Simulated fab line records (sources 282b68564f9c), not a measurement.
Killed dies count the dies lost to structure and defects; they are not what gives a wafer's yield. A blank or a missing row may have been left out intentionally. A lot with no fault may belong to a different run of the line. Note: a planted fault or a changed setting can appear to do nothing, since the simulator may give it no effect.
fab line records | flow rit_cmos
[record] lots = 5 | wafers = 23
route steps=202 shown M1@190
start_h: start of the lot's first displayed wafer, in hours after the record's first day | wait_h: time in hours since the lot's previous step | " the same as in the row above | L1.1+2: several wafers, shown together as one row | - no value, or no start was given | * or withheld: withheld | < > ~ a bound
route shown NAME@n: NAME is a module with steps in the file, n the number in the route of the first one | usual: mean/standard deviation of fault-free wafers | same: alike in all rows | chamber/n: place in a boat | sites: per-site readings | _std_site: standard deviation of those values | _edge_site: inner sites' mean taken away from outer sites' mean | radius_mm: how far each site lies from the wafer's centre | mask NAME#n: copy n | behind: the most recent tool/chamber to have shaped the wafer | hold: the reason the lot was held/the length of the hold in hours/how it ended | device: names the non-switching transistor (n, p or np) | end of line: tests of these same wafers at the route's end | a step given without rows: its recipe and nothing more | killed: dies lost to structure and defects at the first sort, not the wafer's yield | map: per-die view of a wafer (x killed, . not killed, _ where there is no die)
set.NAME: the setting as run; set.NAME@STEP: as run at that earlier step | model.NAME: the simulator's own value behind a step, which no gauge read
one table per step and one row per wafer, for lots whose settings were changed on purpose
[[steps]]
[step RIT_M1_EXPOSE_06]
[recipe] mask_id = M12 | na = 0.6 | source_shape = conventional | sigma_outer = 0.5 | target_cd_nm = 2600 | dose_mj = 250
lot.wafer      | tool             | chamber | start_h | wait_h | mask  | set.dose_mj
L075.2+3+4+5+6 | iline_stepper-01 | 0       | 58.92   | 0.2    | M12#0 | 250
L080.1+5+6     | iline_stepper-01 | 0       | 88.43   | 0.3    | M12#0 | 250
L081.1+2       | iline_stepper-01 | 0       | 89.98   | 0.1    | M12#0 | 259.6
L081.3+4+5     | "                | 0       | "       | "      | M12#0 | 250
L082.1+2+6     | iline_stepper-01 | 0       | 94.16   | 0.1    | M12#0 | 250
L082.3+5       | "                | 0       | "       | "      | M12#0 | 268.1
L085.1+2       | iline_stepper-01 | 0       | 114.07  | 0.1    | M12#0 | 234
L085.3+4+6     | "                | 0       | "       | "      | M12#0 | 250
[step RIT_M1_PEB_07]
[recipe] resist = NOVOLAK | temp_c = withheld | time_s = withheld
[step RIT_M1_DEVELOP_08]
[recipe] resist = NOVOLAK | develop_time_s = 70.99 | dev_temp_c = 23
lot.wafer  | tool           | chamber | start_h | wait_h | set.dose_mj@M1_EXPOSE_06 | model.M1.cd_nm
L075.2+3+6 | litho_track-01 | 0       | -       | -      | 250                      | 2600
L075.4     | "              | 0       | "       | "      | 250                      | 2599
L075.5     | "              | 0       | "       | "      | 250                      | 2598
L080.1     | litho_track-03 | 0       | -       | -      | 250                      | 2599
L080.5+6   | "              | 0       | "       | "      | 250                      | 2602
L081.1     | litho_track-01 | 0       | -       | -      | 259.6                    | 2586
L081.2     | "              | 0       | "       | "      | 259.6                    | 2587
L081.3     | "              | 0       | "       | "      | 250                      | 2598
L081.4     | "              | 0       | "       | "      | 250                      | 2597
L081.5     | "              | 0       | "       | "      | 250                      | 2599
L082.1+2   | litho_track-02 | 0       | -       | -      | 250                      | 2594
L082.3     | "              | 0       | "       | "      | 268.1                    | 2574
L082.5     | "              | 0       | "       | "      | 268.1                    | 2573
L082.6     | "              | 0       | "       | "      | 250                      | 2593
L085.1+2   | litho_track-02 | 0       | -       | -      | 234                      | 2616
L085.3+4   | "              | 0       | "       | "      | 250                      | 2600
L085.6     | "              | 0       | "       | "      | 250                      | 2599
[step RIT_M1_CD_MEAS_09]
[recipe] target_cd_nm = 2600
[usual] cd_nm = 2599.6/2.4
lot.wafer | tool      | chamber | start_h | wait_h | set.dose_mj@M1_EXPOSE_06 | cd_nm
L075.2    | cd_sem-02 | -       | 59.35   | -      | 250                      | 2599.7
L075.3    | "         | -       | "       | "      | 250                      | 2600.1
L075.4    | "         | -       | "       | "      | 250                      | 2598.8
L075.5    | "         | -       | "       | "      | 250                      | 2597.8
L075.6    | "         | -       | "       | "      | 250                      | 2600.3
L080.1    | cd_sem-02 | -       | 88.86   | -      | 250                      | 2598.7
L080.5    | "         | -       | "       | "      | 250                      | 2601.5
L080.6    | "         | -       | "       | "      | 250                      | 2602.6
L081.1    | cd_sem-02 | -       | 90.41   | -      | 259.6                    | 2585.7
L081.2    | "         | -       | "       | "      | 259.6                    | 2586.8
L081.3    | "         | -       | "       | "      | 250                      | 2597.6
L081.4    | "         | -       | "       | "      | 250                      | 2596.6
L081.5    | "         | -       | "       | "      | 250                      | 2599.2
L082.1    | cd_sem-02 | -       | 94.59   | -      | 250                      | 2594.3
L082.2    | "         | -       | "       | "      | 250                      | 2594.0
L082.3    | "         | -       | "       | "      | 268.1                    | 2573.8
L082.5    | "         | -       | "       | "      | 268.1                    | 2573.2
L082.6    | "         | -       | "       | "      | 250                      | 2593.6
L085.1    | cd_sem-01 | -       | 114.53  | -      | 234                      | 2615.9
L085.2    | "         | -       | "       | "      | 234                      | 2615.7
L085.3    | "         | -       | "       | "      | 250                      | 2599.6
L085.4    | "         | -       | "       | "      | 250                      | 2600.6
L085.6    | "         | -       | "       | "      | 250                      | 2599.5
[step RIT_M1_HARDBAKE_11]
[recipe] resist = NOVOLAK | temp_c = 140 | time_s = 120
[step RIT_M1_METAL_ETCH_12]
[recipe] stop_on = SiO2 | chemistry = Cl2/BCl3 | target = Al | time_s = 165 | over_etch_frac = 0.5 | pressure_mtorr = 100 | target_depth_a = 6000 | rf_w = 250 | Cl2_flow_sccm = 60 | bcl3_flow_sccm = 50
[usual] oes_product_au = 0.779/0.0098
lot.wafer | tool         | chamber | start_h | wait_h | set.power_w@M1_SPUTTER_00 | oes_product_au
L075.2    | rie_metal-03 | 0       | 59.74   | 0.2    | 2000                      | 0.778
L075.3    | "            | 0       | "       | "      | 2157                      | 0.803
L075.4    | "            | 1       | "       | "      | 2157                      | 0.798
L075.5    | "            | 1       | "       | "      | 2000                      | 0.776
L075.6    | "            | 0       | "       | "      | 2000                      | 0.766
L080.1    | rie_metal-04 | 0       | 89.27   | 0.2    | 2000                      | 0.780
L080.5    | "            | 1       | "       | "      | 2000                      | 0.788
L080.6    | "            | 0       | "       | "      | 2000                      | 0.792
L081.1    | rie_metal-03 | 1       | 90.82   | 0.2    | 2217                      | 0.819
L081.2    | "            | 0       | "       | "      | 2000                      | 0.775
L081.3    | "            | 1       | "       | "      | 2217                      | 0.815
L081.4    | "            | 0       | "       | "      | 2217                      | 0.810
L081.5    | "            | 0       | "       | "      | 2000                      | 0.771
L082.1    | rie_metal-02 | 0       | 94.99   | 0.2    | 2000                      | 0.778
L082.2    | "            | 1       | "       | "      | 2000                      | 0.764
L082.3    | "            | 0       | "       | "      | 2000                      | 0.789
L082.5    | "            | 1       | "       | "      | 2097                      | 0.787
L082.6    | "            | 0       | "       | "      | 2097                      | 0.801
L085.1    | rie_metal-02 | 1       | 114.94  | 0.2    | 2000                      | 0.765
L085.2    | "            | 0       | "       | "      | 2000                      | 0.785
L085.3    | "            | 0       | "       | "      | 2000                      | 0.779
L085.4    | "            | 1       | "       | "      | 2114                      | 0.802
L085.6    | "            | 1       | "       | "      | 2114                      | 0.795
[step RIT_M1_STRIP_13]
[recipe] chemistry = nmp | resist = NOVOLAK | temp_c = 80 | time_s = 600 | dry = n2_spin
[step RIT_M1_STRIP_14]
[recipe] chemistry = O2 | time_s = 180 | platen_temp_c = withheld | power_w = 500 | pressure_mtorr = 4000 | o2_flow_sccm = 4000
[step RIT_M1_CD_MEAS_90]
[recipe] target_cd_nm = 2600
[usual] cd_nm = 2599.5/2.6
lot.wafer | tool      | chamber | start_h | wait_h | set.dose_mj@M1_EXPOSE_06 | cd_nm
L075.2    | cd_sem-01 | -       | 60.27   | 0.1    | 250                      | 2599.3
L075.3    | "         | -       | "       | "      | 250                      | 2598.7
L075.4    | "         | -       | "       | "      | 250                      | 2598.8
L075.5    | "         | -       | "       | "      | 250                      | 2597.8
L075.6    | "         | -       | "       | "      | 250                      | 2599.3
L080.1    | cd_sem-02 | -       | 89.78   | 0.1    | 250                      | 2599.0
L080.5    | "         | -       | "       | "      | 250                      | 2602.0
L080.6    | "         | -       | "       | "      | 250                      | 2602.4
L081.1    | cd_sem-01 | -       | 91.51   | 0.1    | 259.6                    | 2584.5
L081.2    | "         | -       | "       | "      | 259.6                    | 2584.5
L081.3    | "         | -       | "       | "      | 250                      | 2596.2
L081.4    | "         | -       | "       | "      | 250                      | 2593.8
L081.5    | "         | -       | "       | "      | 250                      | 2597.7
L082.1    | cd_sem-02 | -       | 95.68   | 0.1    | 250                      | 2594.2
L082.2    | "         | -       | "       | "      | 250                      | 2595.1
L082.3    | "         | -       | "       | "      | 268.1                    | 2574.2
L082.5    | "         | -       | "       | "      | 268.1                    | 2573.8
L082.6    | "         | -       | "       | "      | 250                      | 2592.7
L085.1    | cd_sem-01 | -       | 115.45  | 0.1    | 234                      | 2618.0
L085.2    | "         | -       | "       | "      | 234                      | 2616.3
L085.3    | "         | -       | "       | "      | 250                      | 2601.1
L085.4    | "         | -       | "       | "      | 250                      | 2601.7
L085.6    | "         | -       | "       | "      | 250                      | 2600.5
[[key]]
[split] step = RIT_M1_EXPOSE_06 | setting = dose_mj | stated = 250 | by = wafer
[response] step = RIT_M1_DEVELOP_08 | reading = model.M1.cd_nm | change = -2.74 | per = 1% | r = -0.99
[response] step = RIT_M1_CD_MEAS_09 | reading = cd_nm | change = -2.72 | per = 1% | r = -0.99
[response] step = RIT_M1_CD_MEAS_90 | reading = cd_nm | change = -2.69 | per = 1% | r = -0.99
split outside_this_file step=RIT_M1_SPUTTER_00 setting=power_w
// split outside_this_file: this setting was split too, and the file shows its column; the key of that split is in another file
